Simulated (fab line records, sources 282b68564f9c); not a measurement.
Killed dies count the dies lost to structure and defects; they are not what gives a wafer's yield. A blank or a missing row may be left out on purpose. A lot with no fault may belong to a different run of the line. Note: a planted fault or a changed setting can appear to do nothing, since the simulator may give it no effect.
fab line records	flow rit_cmos
[record] lots = 13	wafers = 39	last_day = 7
route steps=202 shown PSD@152 SDANNEAL@156 SILICIDE@162 CONTACT@177 M1@202
lots untouched by any fault: they come from a run of this same line in which no faults occurred
start_h: hours from the record's opening day to when the first of the lot's shown wafers began	wait_h: hours since the lot's step before	" same as the row above	L1.1+2: several wafers, shown together as one row	- either no value or no given start	* or withheld: withheld	< > ~ a bound
route shown NAME@n: NAME is a module with steps in the file, n the number in the route of the first one	usual: mean and standard deviation over wafers with no fault	same: alike in all rows	chamber/n: place in a boat	sites: the reading at each site	_std_site: standard deviation across them	_edge_site: outer sites' mean less inner sites'	radius_mm: for every site, how far away it sits from the centre of the wafer	mask NAME#n: copy n	behind: the last tool/chamber to shape the wafer	hold: the reason the lot was held/the length of the hold in hours/how it ended	device: transistor that didn't switch, given as n, p or np	end of line: the tests these same wafers got at the end of their route	a step without rows: its recipe alone	killed: the dies lost at the first sort to structure and to defects; this is not the yield of the wafer	map: per-die view of a wafer (x killed, . not killed, _ where there is no die)
set.NAME: the setting that was run; set.NAME@STEP: the one run at that earlier step	model.NAME: the simulator's own value behind a step, which no gauge read
steps of the route over a sample of lots; a table a step, a row a wafer
services: the hour from which a tool's chamber was out of use, counted from the record's first day as start_h (under 0 if before that day), plus the number of hours and why
[[steps]]
[step RIT_PSD_TW_MEAS_10]
[usual] PSD_TW = 3439/37
lot.wafer	tool	chamber	start_h	wait_h	PSD_TW
L778.2	film_metro-04	-	59.84	0.1	3399
L778.5	"	-	"	"	3400
L778.6	"	-	"	"	3386
L779.2	film_metro-02	-	68.56	0.1	3479
L779.3	"	-	"	"	3485
L779.6	"	-	"	"	3489
L780.2	film_metro-02	-	72.34	0.1	3487
L780.3	"	-	"	"	3486
L780.5	"	-	"	"	3471
L781.1	film_metro-02	-	76.29	0.1	3470
L781.2	"	-	"	"	3466
L781.4	"	-	"	"	3467
L785.1	film_metro-04	-	95.13	0.1	3397
L785.5	"	-	"	"	3377
L785.6	"	-	"	"	3387
L788.3	film_metro-02	-	108.58	0.1	3473
L788.4	"	-	"	"	3451
L788.6	"	-	"	"	3457
L790.3	film_metro-04	-	114.83	0.1	3411
L790.4	"	-	"	"	3386
L790.5	"	-	"	"	3376
L791.2	film_metro-03	-	118.97	0.1	3459
L791.4	"	-	"	"	3457
L791.5	"	-	"	"	3469
L793.1	film_metro-04	-	133.75	0.1	3390
L793.4	"	-	"	"	3420
L793.5	"	-	"	"	3407
L795.1	film_metro-04	-	139.58	0.1	3422
L795.2	"	-	"	"	3426
L795.4	"	-	"	"	3404
L797.1	film_metro-03	-	149.07	0.1	3480
L797.2	"	-	"	"	3481
L797.5	"	-	"	"	3481
L799.2	film_metro-03	-	159.14	0.1	3485
L799.3	"	-	"	"	3470
L799.6	"	-	"	"	3469
L801.2	film_metro-02	-	171.48	0.1	3479
L801.3	"	-	"	"	3493
L801.4	"	-	"	"	3468
[step RIT_SDANNEAL_RTA_03]
[recipe] temp_c = 1050	time_s = 5	idle_temp_c = 600	ramp_up_c_per_s = 342	ramp_down_c_per_s = 171	cool_to_c = 600	ambient = N2
[usual] wafer_temp_C_max = 1053.4/1.2
lot.wafer	tool	chamber	start_h	wait_h	wafer_temp_C_max
L778.2	rtp_anneal-01	0	60.30	0.0	1052.4
L778.5	"	0	"	"	1054.3
L778.6	"	0	"	"	1053.0
L779.2	rtp_anneal-02	0	69.21	0.0	1052.6
L779.3	"	0	"	"	1053.4
L779.6	"	0	"	"	1052.3
L780.2	rtp_anneal-01	0	72.82	0.0	1054.5
L780.3	"	0	"	"	1054.5
L780.5	"	0	"	"	1052.9
L781.1	rtp_anneal-02	0	76.72	0.0	1052.5
L781.2	"	0	"	"	1051.3
L781.4	"	0	"	"	1054.5
L785.1	rtp_anneal-02	0	95.66	0.0	1053.4
L785.5	"	0	"	"	1053.6
L785.6	"	0	"	"	1051.5
L788.3	rtp_anneal-01	0	109.06	0.0	1053.0
L788.4	"	0	"	"	1053.4
L788.6	"	0	"	"	1052.7
L790.3	rtp_anneal-01	0	115.29	0.0	1051.5
L790.4	"	0	"	"	1051.7
L790.5	"	0	"	"	1052.7
L791.2	rtp_anneal-02	0	119.42	0.0	1054.2
L791.4	"	0	"	"	1052.4
L791.5	"	0	"	"	1058.0
L793.1	rtp_anneal-02	0	134.23	0.0	1054.7
L793.4	"	0	"	"	1053.5
L793.5	"	0	"	"	1055.6
L795.1	rtp_anneal-02	0	140.05	0.0	1052.9
L795.2	"	0	"	"	1052.0
L795.4	"	0	"	"	1053.2
L797.1	rtp_anneal-02	0	149.53	0.0	1052.2
L797.2	"	0	"	"	1053.7
L797.5	"	0	"	"	1055.0
L799.2	rtp_anneal-02	0	159.60	0.0	1053.0
L799.3	"	0	"	"	1052.5
L799.6	"	0	"	"	1055.3
L801.2	rtp_anneal-02	0	171.93	0.0	1054.7
L801.3	"	0	"	"	1053.5
L801.4	"	0	"	"	1054.0
[step RIT_SILICIDE_SPUTTER_01]
[recipe] material = Ti	target_thk_nm = 30	power_w = 350	chamber_pressure_pa = 0.667	gas = Ar	time_s = 240	substrate_temp_c = 25
[usual] throttle_valve_pct = 30.1/1.1
lot.wafer	tool	chamber	start_h	wait_h	throttle_valve_pct
L778.2	pvd_sputter-03	-	60.84	0.0	30.6
L778.5	"	-	"	"	30.2
L778.6	"	-	"	"	29.7
L779.2	pvd_sputter-01	-	69.75	0.0	30.5
L779.3	"	-	"	"	29.1
L779.6	"	-	"	"	29.2
L780.2	pvd_sputter-03	-	73.36	0.0	29.4
L780.3	"	-	"	"	30.6
L780.5	"	-	"	"	30.6
L781.1	pvd_sputter-01	-	77.27	0.0	30.4
L781.2	"	-	"	"	29.4
L781.4	"	-	"	"	29.8
L785.1	pvd_sputter-02	-	96.21	0.0	27.1
L785.5	"	-	"	"	27.6
L785.6	"	-	"	"	30.9
L788.3	pvd_sputter-03	-	109.60	0.0	30.8
L788.4	"	-	"	"	30.5
L788.6	"	-	"	"	29.9
L790.3	pvd_sputter-03	-	115.82	0.0	30.9
L790.4	"	-	"	"	29.2
L790.5	"	-	"	"	30.5
L791.2	pvd_sputter-02	-	119.96	0.0	31.9
L791.4	"	-	"	"	30.6
L791.5	"	-	"	"	27.4
L793.1	pvd_sputter-02	-	134.78	0.0	32.0
L793.4	"	-	"	"	30.7
L793.5	"	-	"	"	32.2
L795.1	pvd_sputter-01	-	140.60	0.0	30.3
L795.2	"	-	"	"	29.9
L795.4	"	-	"	"	30.6
L797.1	pvd_sputter-02	-	150.08	0.0	27.5
L797.2	"	-	"	"	30.6
L797.5	"	-	"	"	30.6
L799.2	pvd_sputter-02	-	160.14	0.0	30.4
L799.3	"	-	"	"	30.4
L799.6	"	-	"	"	30.4
L801.2	pvd_sputter-02	-	172.48	0.0	27.5
L801.3	"	-	"	"	30.2
L801.4	"	-	"	"	32.1
[step RIT_SILICIDE_RS_MEAS_02]
[recipe] thk_meas_gauge = four-point-probe	reads = Ti_of_SILICIDE_SPUTTER_01
[usual] SILICIDE_TI_RS = 47.9/0.77
lot.wafer	tool	chamber	start_h	wait_h	SILICIDE_TI_RS[ohm/sq]
L778.2	film_metro-02	-	61.01	0.1	48.3
L778.5	"	-	"	"	47.9
L778.6	"	-	"	"	46.8
L779.2	film_metro-03	-	69.92	0.1	48.6
L779.3	"	-	"	"	48.9
L779.6	"	-	"	"	48.9
L780.2	film_metro-01	-	73.53	0.1	47.8
L780.3	"	-	"	"	49.0
L780.5	"	-	"	"	48.1
L781.1	film_metro-02	-	77.42	0.1	47.2
L781.2	"	-	"	"	48.0
L781.4	"	-	"	"	47.9
L785.1	film_metro-03	-	96.36	0.1	48.1
L785.5	"	-	"	"	48.2
L785.6	"	-	"	"	47.8
L788.3	film_metro-01	-	109.79	0.1	48.5
L788.4	"	-	"	"	37.5
L788.6	"	-	"	"	46.9
L790.3	film_metro-01	-	116.01	0.1	48.0
L790.4	"	-	"	"	48.0
L790.5	"	-	"	"	37.6
L791.2	film_metro-01	-	120.13	0.1	46.7
L791.4	"	-	"	"	47.9
L791.5	"	-	"	"	47.3
L793.1	film_metro-02	-	134.93	0.1	45.8
L793.4	"	-	"	"	46.3
L793.5	"	-	"	"	45.7
L795.1	film_metro-02	-	140.75	0.1	47.2
L795.2	"	-	"	"	46.8
L795.4	"	-	"	"	47.1
L797.1	film_metro-01	-	150.23	0.1	48.0
L797.2	"	-	"	"	47.9
L797.5	"	-	"	"	48.2
L799.2	film_metro-02	-	160.31	0.1	47.6
L799.3	"	-	"	"	47.7
L799.6	"	-	"	"	47.6
L801.2	film_metro-02	-	172.65	0.1	47.5
L801.3	"	-	"	"	48.3
L801.4	"	-	"	"	46.7
[step RIT_SILICIDE_THK_MEAS_03]
[recipe] thk_meas_gauge = xrf	reads = Ti_of_SILICIDE_SPUTTER_01
[usual] SILICIDE_TI_THK = 29.9/0.39
lot.wafer	tool	chamber	start_h	wait_h	SILICIDE_TI_THK[nm]
L778.2	film_metro-02	-	61.12	0.1	29.8
L778.5	"	-	"	"	29.8
L778.6	"	-	"	"	30.5
L779.2	film_metro-03	-	70.03	0.1	29.6
L779.3	"	-	"	"	29.5
L779.6	"	-	"	"	29.5
L780.2	film_metro-01	-	73.64	0.1	30.0
L780.3	"	-	"	"	29.5
L780.5	"	-	"	"	29.9
L781.1	film_metro-02	-	77.54	0.1	30.1
L781.2	"	-	"	"	29.9
L781.4	"	-	"	"	29.8
L785.1	film_metro-03	-	96.48	0.1	30.0
L785.5	"	-	"	"	29.9
L785.6	"	-	"	"	30.0
L788.3	film_metro-01	-	109.89	0.1	29.5
L788.4	"	-	"	"	36.4
L788.6	"	-	"	"	30.4
L790.3	film_metro-01	-	116.11	0.1	29.8
L790.4	"	-	"	"	29.8
L790.5	"	-	"	"	36.3
L791.2	film_metro-01	-	120.24	0.1	30.7
L791.4	"	-	"	"	30.0
L791.5	"	-	"	"	30.2
L793.1	film_metro-02	-	135.05	0.1	31.1
L793.4	"	-	"	"	30.9
L793.5	"	-	"	"	31.3
L795.1	film_metro-02	-	140.87	0.1	30.3
L795.2	"	-	"	"	30.5
L795.4	"	-	"	"	30.5
L797.1	film_metro-01	-	150.35	0.1	30.0
L797.2	"	-	"	"	30.0
L797.5	"	-	"	"	29.7
L799.2	film_metro-02	-	160.42	0.1	30.1
L799.3	"	-	"	"	29.8
L799.6	"	-	"	"	29.9
L801.2	film_metro-02	-	172.76	0.1	30.0
L801.3	"	-	"	"	29.5
L801.4	"	-	"	"	30.4
[step RIT_CONTACT_OVL_MEAS_09]
[usual] CONTACT_OVL = 0.8/1.1
lot.wafer	tool	chamber	start_h	wait_h	CONTACT_OVL[nm]
L778.2	overlay-02	-	62.72	0.1	-1.1
L778.5	"	-	"	"	-0.5
L778.6	"	-	"	"	-0.7
L779.2	overlay-02	-	72.09	0.1	0.7
L779.3	"	-	"	"	1.3
L779.6	"	-	"	"	2.3
L780.2	overlay-01	-	75.32	0.1	-1.8
L780.3	"	-	"	"	0.8
L780.5	"	-	"	"	0.9
L781.1	overlay-01	-	78.98	0.1	4.1
L781.2	"	-	"	"	2.9
L781.4	"	-	"	"	3.5
L785.1	overlay-02	-	98.05	0.1	0.9
L785.5	"	-	"	"	1.2
L785.6	"	-	"	"	1.0
L788.3	overlay-02	-	111.50	0.1	0.0
L788.4	"	-	"	"	-0.5
L788.6	"	-	"	"	1.0
L790.3	overlay-01	-	117.66	0.1	0.1
L790.4	"	-	"	"	0.0
L790.5	"	-	"	"	0.3
L791.2	overlay-01	-	121.67	0.1	-0.5
L791.4	"	-	"	"	0.0
L791.5	"	-	"	"	0.7
L793.1	overlay-01	-	136.83	0.1	1.2
L793.4	"	-	"	"	0.6
L793.5	"	-	"	"	0.9
L795.1	overlay-02	-	142.43	0.1	3.3
L795.2	"	-	"	"	2.3
L795.4	"	-	"	"	2.3
L797.1	overlay-02	-	152.04	0.1	0.8
L797.2	"	-	"	"	0.6
L797.5	"	-	"	"	0.3
L799.2	overlay-01	-	161.86	0.1	1.4
L799.3	"	-	"	"	0.6
L799.6	"	-	"	"	1.5
L801.2	overlay-02	-	174.47	0.1	2.0
L801.3	"	-	"	"	1.6
L801.4	"	-	"	"	1.6
[step RIT_M1_PROBE_99]
[usual] killed_at_contacts = 0.1/0.24	killed_at_front_end = 7/3.2	killed_dies = 7/3.2	killed_open = 3.4/2	killed_short = 3.5/2.2
[same] gross_dies = 264	killed_at_M0_to_M3 = 0	killed_at_M4_up = 0	killed_at_back_side = 0	killed_at_other = 0
lot.wafer	tool	chamber	start_h	wait_h	killed_at_contacts	killed_at_front_end	killed_dies	killed_open	killed_short
L778.2	prober-01	-	68.24	0.1	1	3	4	1	3
L778.5	prober-01	-	68.39	0.2	0	4	4	2	2
L778.6	prober-01	-	68.44	0.2	0	6	6	2	4
L779.2	prober-02	-	77.86	0.1	0	7	7	2	5
L779.3	prober-02	-	77.91	0.2	0	10	10	5	5
L779.6	prober-02	-	78.06	0.2	0	8	8	1	7
L780.2	prober-02	-	80.47	0.1	0	8	8	5	3
L780.3	prober-02	-	80.52	0.2	0	6	6	4	2
L780.5	prober-02	-	80.62	0.2	0	6	6	2	4
L781.1	prober-01	-	84.45	0.1	0	4	4	3	1
L781.2	prober-01	-	84.50	0.1	0	2	2	2	0
L781.4	prober-01	-	84.60	0.2	0	4	4	3	1
L785.1	prober-01	-	103.27	0.1	0	6	6	3	3
L785.5	prober-01	-	103.47	0.2	0	9	9	5	4
L785.6	prober-01	-	103.52	0.2	0	7	7	5	2
L788.3	prober-02	-	116.85	0.2	0	5	5	2	3
L788.4	prober-02	-	116.90	0.2	0	5	5	3	2
L788.6	prober-02	-	117.00	0.2	0	5	5	3	2
L790.3	prober-02	-	123.49	0.2	0	5	5	3	2
L790.4	prober-02	-	123.54	0.2	0	6	6	3	3
L790.5	prober-02	-	123.59	0.2	0	6	6	5	1
L791.2	prober-01	-	126.89	0.1	0	9	9	3	6
L791.4	prober-01	-	126.99	0.2	0	7	7	3	4
L791.5	prober-01	-	127.04	0.2	0	8	8	4	4
L793.1	prober-01	-	142.11	0.1	0	9	9	4	5
L793.4	prober-01	-	142.26	0.2	0	5	5	3	2
L793.5	prober-01	-	142.31	0.2	0	4	4	1	3
L795.1	prober-01	-	147.50	0.1	0	8	8	4	4
L795.2	prober-01	-	147.55	0.1	0	5	5	4	1
L795.4	prober-01	-	147.65	0.2	0	13	13	9	4
L797.1	prober-01	-	157.44	0.1	0	5	5	4	1
L797.2	prober-01	-	157.49	0.1	0	2	2	1	1
L797.5	prober-01	-	157.64	0.2	0	3	3	0	3
L799.2	prober-01	-	167.26	0.1	1	2	3	0	3
L799.3	prober-01	-	167.31	0.2	0	7	7	6	1
L799.6	prober-01	-	167.46	0.2	0	13	13	6	7
L801.2	prober-01	-	179.55	0.1	0	8	8	1	7
L801.3	prober-01	-	179.60	0.2	0	2	2	2	0
L801.4	prober-01	-	179.65	0.2	0	3	3	2	1
// killed by level:class
L778.2 SPACER:geometric_particle:short=2 GATE:geometric_particle:open=1 CONTACT:geometric_particle:short=1
L778.5 GATE:geometric_particle:short=2 FOX2:geometric_particle:open=1 GATE:geometric_particle:open=1
L778.6 GATE:geometric_particle:open=2 GATE:geometric_particle:short=2 REOX:geometric_particle:short=1 SPACER:geometric_particle:short=1
L779.2 GATE:geometric_particle:short=2 SILICIDE:geometric_particle:short=2 SPACER:geometric_particle:open=1 SPACER:geometric_particle:short=1 SILICIDE:geometric_particle:open=1
L779.3 GATE:geometric_particle:open=3 SPACER:geometric_particle:short=2 FOX1:geometric_particle:short=1 FOX2:geometric_particle:short=1 REOX:geometric_particle:open=1 SPACER:geometric_particle:open=1 SILICIDE:geometric_particle:short=1
L779.6 REOX:geometric_particle:short=3 GATE:geometric_particle:short=2 FOX2:geometric_particle:open=1 FOX2:geometric_particle:short=1 SILICIDE:geometric_particle:short=1
L780.2 GATE:geometric_particle:short=2 SPACER:geometric_particle:open=2 FOX1:geometric_particle:open=1 FOX1:geometric_particle:short=1 GATE:geometric_particle:open=1 SILICIDE:geometric_particle:open=1
L780.3 SILICIDE:geometric_particle:open=2 FOX2:geometric_particle:open=1 GATE:geometric_particle:short=1 SPACER:geometric_particle:open=1 SILICIDE:geometric_particle:short=1
L780.5 GATE:geometric_particle:short=3 GATE:geometric_particle:open=2 SPACER:geometric_particle:short=1
L781.1 GATE:geometric_particle:open=1 REOX:geometric_particle:short=1 REOX:geometric_particle:open=1 SPACER:geometric_particle:open=1
L781.2 GATE:geometric_particle:open=1 SPACER:geometric_particle:open=1
L781.4 FOX1:geometric_particle:open=1 GATE:geometric_particle:open=1 SPACER:geometric_particle:short=1 SILICIDE:geometric_particle:open=1
L785.1 SPACER:geometric_particle:short=2 FOX1:geometric_particle:open=1 GATE:geometric_particle:short=1 SPACER:geometric_particle:open=1 SILICIDE:geometric_particle:open=1
L785.5 GATE:geometric_particle:short=3 GATE:geometric_particle:open=2 SPACER:geometric_particle:open=2 FOX1:geometric_particle:short=1 FOX2:geometric_particle:open=1
L785.6 GATE:geometric_particle:open=3 FOX2:geometric_particle:short=1 REOX:geometric_particle:open=1 SPACER:geometric_particle:open=1 SPACER:geometric_particle:short=1
L788.3 FOX1:geometric_particle:short=1 FOX2:geometric_particle:short=1 GATE:geometric_particle:open=1 REOX:geometric_particle:open=1 SPACER:geometric_particle:short=1
L788.4 FOX2:geometric_particle:open=1 GATE:geometric_particle:open=1 GATE:geometric_particle:short=1 SPACER:geometric_particle:short=1 SPACER:geometric_particle:open=1
L788.6 SILICIDE:geometric_particle:open=2 GATE:geometric_particle:short=1 GATE:geometric_particle:open=1 REOX:geometric_particle:short=1
L790.3 FOX2:geometric_particle:open=1 FOX2:geometric_particle:short=1 GATE:geometric_particle:open=1 GATE:geometric_particle:short=1 SILICIDE:geometric_particle:open=1
L790.4 FOX2:geometric_particle:short=2 FOX1:geometric_particle:open=1 SPACER:geometric_particle:open=1 SILICIDE:geometric_particle:open=1 SILICIDE:geometric_particle:short=1
L790.5 FOX2:geometric_particle:open=2 SPACER:geometric_particle:open=2 GATE:geometric_particle:short=1 GATE:geometric_particle:open=1
L791.2 REOX:geometric_particle:short=2 SILICIDE:geometric_particle:short=2 FOX1:geometric_particle:open=1 GATE:geometric_particle:short=1 REOX:geometric_particle:open=1 SPACER:geometric_particle:short=1 SILICIDE:geometric_particle:open=1
L791.4 SPACER:geometric_particle:open=2 FOX1:geometric_particle:short=1 GATE:geometric_particle:short=1 REOX:geometric_particle:short=1 SPACER:geometric_particle:short=1 SILICIDE:geometric_particle:open=1
L791.5 GATE:geometric_particle:open=2 FOX1:geometric_particle:short=1 GATE:geometric_particle:short=1 REOX:geometric_particle:open=1 REOX:geometric_particle:short=1 SILICIDE:geometric_particle:short=1 SILICIDE:geometric_particle:open=1
L793.1 FOX2:geometric_particle:short=2 FOX1:geometric_particle:short=1 FOX2:geometric_particle:open=1 GATE:geometric_particle:open=1 REOX:geometric_particle:open=1 SPACER:geometric_particle:short=1 SPACER:geometric_particle:open=1 SILICIDE:geometric_particle:short=1
L793.4 FOX1:geometric_particle:open=1 FOX2:geometric_particle:open=1 GATE:geometric_particle:short=1 REOX:geometric_particle:short=1 REOX:geometric_particle:open=1
L793.5 FOX1:geometric_particle:short=1 FOX2:geometric_particle:short=1 GATE:geometric_particle:short=1 SPACER:geometric_particle:open=1
L795.1 FOX1:geometric_particle:open=2 FOX2:geometric_particle:short=2 GATE:geometric_particle:short=1 REOX:geometric_particle:open=1 REOX:geometric_particle:short=1 SPACER:geometric_particle:open=1
L795.2 GATE:geometric_particle:open=3 FOX1:geometric_particle:open=1 SILICIDE:geometric_particle:short=1
L795.4 REOX:geometric_particle:open=3 FOX2:geometric_particle:open=2 GATE:geometric_particle:short=2 GATE:geometric_particle:open=2 FOX1:geometric_particle:open=1 REOX:geometric_particle:short=1 SILICIDE:geometric_particle:open=1 SILICIDE:geometric_particle:short=1
L797.1 GATE:geometric_particle:open=2 FOX2:geometric_particle:open=1 GATE:geometric_particle:short=1 SPACER:geometric_particle:open=1
L797.2 FOX1:geometric_particle:open=1 REOX:geometric_particle:short=1
L797.5 REOX:geometric_particle:short=1 SPACER:geometric_particle:short=1 SILICIDE:geometric_particle:short=1
L799.2 GATE:geometric_particle:short=1 SPACER:geometric_particle:short=1 CONTACT:geometric_particle:short=1
L799.3 SPACER:geometric_particle:open=2 FOX1:geometric_particle:open=1 GATE:geometric_particle:open=1 REOX:geometric_particle:open=1 REOX:geometric_particle:short=1 SILICIDE:geometric_particle:open=1
L799.6 SPACER:geometric_particle:short=3 FOX1:geometric_particle:open=2 GATE:geometric_particle:short=2 SPACER:geometric_particle:open=2 GATE:geometric_particle:open=1 REOX:geometric_particle:short=1 SILICIDE:geometric_particle:open=1 SILICIDE:geometric_particle:short=1
L801.2 GATE:geometric_particle:short=5 FOX1:geometric_particle:short=2 GATE:geometric_particle:open=1
L801.3 FOX2:geometric_particle:open=1 GATE:geometric_particle:open=1
L801.4 FOX2:geometric_particle:short=1 REOX:geometric_particle:open=1 STARTING-WAFER:geometric_particle:open=1
[[services]]
tool	chamber	start_h	hours	kind
pvd_sputter-02	-	55.32	1.1	repair
pvd_sputter-03	-	67.15	2.3	repair
pvd_sputter-01	-	72.13	2.8	repair
pvd_sputter-02	-	74.57	2.5	repair
[[key]]
[first_sign] step = RIT_SILICIDE_RS_MEAS_02	reading = SILICIDE_TI_RS	direction = down	sigmas = 14	usual = 47.9	struck = 37.6
[effect] step = RIT_SILICIDE_THK_MEAS_03	reading = SILICIDE_TI_THK	direction = up	sigmas = 16	usual = 29.9	struck = 36.3
met_at RIT_SILICIDE_SPUTTER_01
struck_lots L788,L790
struck_wafers L788.4,L790.5
tester_left_out L788,L790
not_acting_at RIT_PSD_TW_MEAS_10,RIT_SDANNEAL_RTA_03,RIT_CONTACT_OVL_MEAS_09
onset_between 73.36 109.60
[fault] kind = process_parameter_drift	tool = pvd_sputter-03	chamber = -	onset_h = 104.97	steps = RIT_SILICIDE_SPUTTER_01	channel = target_thk_nm	offset = 6.8712	shape = step	end_h = 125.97	stated = 30	scope = struck_wafers_only
// tester_left_out: of these lots the tester's yield and bins aren't shown, on N5 and GAA mostly nor the transistor test; their killed dies are dies lost to structure and defects alone, not to doping, threshold or leakage, so they don't give the yield
